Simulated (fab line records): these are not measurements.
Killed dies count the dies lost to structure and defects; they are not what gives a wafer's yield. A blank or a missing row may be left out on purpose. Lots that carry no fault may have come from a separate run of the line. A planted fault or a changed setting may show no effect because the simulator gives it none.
The tool behind it: which one? :: flow rit_cmos :: 7 lots with 21 wafers sampled at 2 steps, on a route of 202 steps

WHAT EACH GAUGE READ, for each wafer
RIT_PWELL_TW_MEAS_10.
lot: L774
measured: day 2 05:39
on: film_metro-04
PWELL_TW: 954 955 961

lot: L776
measured: day 2 14:30
on: film_metro-02
PWELL_TW: 938 946 941

lot: L782
measured: day 3 20:47
on: film_metro-02
PWELL_TW: 30 30 30

lot: L784
measured: day 4 09:03
on: film_metro-03
PWELL_TW: 30 30 30

lot: L790
measured: day 5 14:37
on: film_metro-04
PWELL_TW: 958 963 957

lot: L792
measured: day 6 00:40
on: film_metro-04
PWELL_TW: 955 960 957

lot: L794
measured: day 6 10:19
on: film_metro-03
PWELL_TW: 957 955 956

WHAT TOOL EACH LOT RAN ON (gives the tool, then ch and the chambers of the sampled wafers, and finally the start)
lot: L774
RIT_NWELL_STRIP_09: plasma_asher-01 ch 0,1, day 2 03:50

lot: L776
RIT_NWELL_STRIP_09: plasma_asher-01 ch 0,1, day 2 12:49

lot: L782
RIT_NWELL_STRIP_09: plasma_asher-03 ch 0,1, day 3 18:56

lot: L784
RIT_NWELL_STRIP_09: plasma_asher-01 ch 0,1, day 4 07:14

lot: L790
RIT_NWELL_STRIP_09: plasma_asher-01 ch 0,1, day 5 12:52

lot: L792
RIT_NWELL_STRIP_09: plasma_asher-04 ch 0,1, day 5 22:49

lot: L794
RIT_NWELL_STRIP_09: plasma_asher-04 ch 0,1, day 6 08:12
- RIT_NWELL_STRIP_09: strips in O2, time 180 s.

THE ANSWER, worked out from the rows above alone
Rule: the usual values come from the lots themselves. Put in order of their means at a reading, lots are off if they are a third of the lots or fewer, leave a main group of 4 or more, and stand apart from it by a gap of 3 or more times the standard deviation of the main group's means; of several such gaps the widest counts. The tables above print the reading to a certain number of digits; a main group whose means all agree to those digits is not used. Also off: a lot with no number at a reading for which 4 or more lots have one. All remaining lots with rows at the step are treated as sound.
Off: at RIT_PWELL_TW_MEAS_10 (PWELL_TW), L782, L784. Mean 954 and standard deviation 6.4 in the main group.
If a tool, at a process step before that reading, ran all the lots that are off and no sound lot after the first of them, it fits. Those tools and the gauges at RIT_PWELL_TW_MEAS_10 are tried in the same way. None of those tried fits.

WHAT WAS PUT IN BY THE SIMULATOR
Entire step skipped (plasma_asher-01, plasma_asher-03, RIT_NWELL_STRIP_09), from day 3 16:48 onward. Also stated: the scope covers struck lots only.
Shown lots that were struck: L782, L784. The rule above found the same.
